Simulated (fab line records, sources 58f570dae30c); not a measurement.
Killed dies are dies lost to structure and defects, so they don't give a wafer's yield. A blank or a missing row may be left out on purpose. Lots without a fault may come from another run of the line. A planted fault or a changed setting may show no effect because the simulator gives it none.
Chamber matching | flow berkeley_cmos170 | UCB170_M1_ETCH_11 on rie_diel-03: 4 sister chambers
The step etches BARC in N2/H2. 4 wafers are shown with their chamber, then 9 later ones without.

WAFERS WITH THEIR CHAMBER
wafer  | chamber | throttle_valve_pct (%)
L082.4 | 0       | 13.20
L084.3 | 3       | 13.57
L084.4 | 2       | 13.50
L084.6 | 1       | 13.32

WAFERS WITHOUT THEIR CHAMBER
wafer  | throttle_valve_pct (%)
L091.3 | 13.31
L091.4 | 13.20
L091.5 | 13.57
L094.1 | 13.20
L094.4 | 13.33
L094.6 | 13.21
L090.2 | 13.33
L090.5 | 13.58
L090.6 | 13.19

WHICH CHAMBER EACH WENT THROUGH
wafer  | from the rows above | in truth
L091.3 | 1                   | 1
L091.4 | 0                   | 0
L091.5 | 3                   | 3
L094.1 | 0                   | 0
L094.4 | 1                   | 1
L094.6 | 0                   | 0
L090.2 | 1                   | 1
L090.5 | 3                   | 3
L090.6 | 0                   | 0
Placed correctly: 9 of 9. Can't be placed from these rows: 0. Placed wrongly: 0.
How it was worked out, from the rows above alone: a wafer's distance from a chamber is the root of the sum, over the readings, of the square of ((its reading less the chamber's mean) divided by the reading's scatter). The wafer belongs to the nearest chamber; if the next one is less than 2 further off, it can't be placed. A chamber's mean is the mean of its shown wafers. The scatter: with one shown wafer a chamber, the root of the mean of the squares of how far each hidden wafer lies from its nearest shown one.
